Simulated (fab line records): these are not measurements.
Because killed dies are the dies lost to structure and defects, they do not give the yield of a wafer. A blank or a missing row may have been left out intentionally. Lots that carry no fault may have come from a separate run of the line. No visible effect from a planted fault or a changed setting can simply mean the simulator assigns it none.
What tool caused it? ; flow berkeley_cmos170 ; Sampling: 7 lots, 21 wafers, 3 of 331 route steps

== WHAT THE GAUGES READ, wafer by wafer ==
UCB170_GATE_CD_MEAS_90 targets a cd of 350 nm.
lot;measured;on;cd_nm (nm)
L139;day 7 21:38;cd_sem-01;351.4 350.7 350.5
L141;day 7 22:40;cd_sem-02;351.5 350.7 349.7
L144;day 8 17:07;cd_sem-01;353.4 351.2 351.6
L146;day 8 16:46;cd_sem-01;350.2 349.5 350.7
L149;day 9 20:19;cd_sem-01;348.4 349.9 349.0
L159;day 12 04:51;cd_sem-02;351.0 351.8 351.7

== WHAT TOOL EACH LOT RAN ON (gives the tool, then ch and the chambers of the sampled wafers, and finally the start) ==
lot;UCB170_ZERO_STRIP_07;UCB170_NVT_STRIP_08
L139;plasma_asher-02 ch 0, day 2 12:38;plasma_asher-01 ch 0,1, day 7 02:32
L141;plasma_asher-02 ch 0,1, day 2 20:16;plasma_asher-03 ch 0,1, day 7 02:17
L144;plasma_asher-04 ch 0,1, day 3 08:13;plasma_asher-01 ch 0,1, day 7 23:34
L146;plasma_asher-02 ch 0, day 3 20:43;plasma_asher-02 ch 0,1, day 7 23:17
L149;plasma_asher-02 ch 0,1, day 4 12:01;plasma_asher-01 ch 0,1, day 8 23:35
L155;plasma_asher-03 ch 0,1, day 5 19:07;-
L159;plasma_asher-03 ch 0,1, day 6 17:53;plasma_asher-02 ch 0,1, day 11 13:10
- UCB170_ZERO_STRIP_07: strips in O2.
- UCB170_NVT_STRIP_08: strips in O2.

== THE ANSWER, worked out from the rows above alone ==
Rule: the lots themselves supply what counts as usual. The widest of any qualifying gaps counts: lots, ordered by their means at a reading, are off when they make up no more than a third of the lots, leave a main group of 4 or more, and stand apart from it by 3 or more times the standard deviation of that group's means. A main group whose means are all the same, to the digits that the tables above print for the reading, isn't used. Also off: a lot with no number at a reading for which 4 or more lots have one. Where the step has rows for the other lots, those lots are counted as sound.
Nothing can be told from this: no lot is off at any reading shown.

== WHAT HAD BEEN PUT IN BY THE SIMULATOR ==
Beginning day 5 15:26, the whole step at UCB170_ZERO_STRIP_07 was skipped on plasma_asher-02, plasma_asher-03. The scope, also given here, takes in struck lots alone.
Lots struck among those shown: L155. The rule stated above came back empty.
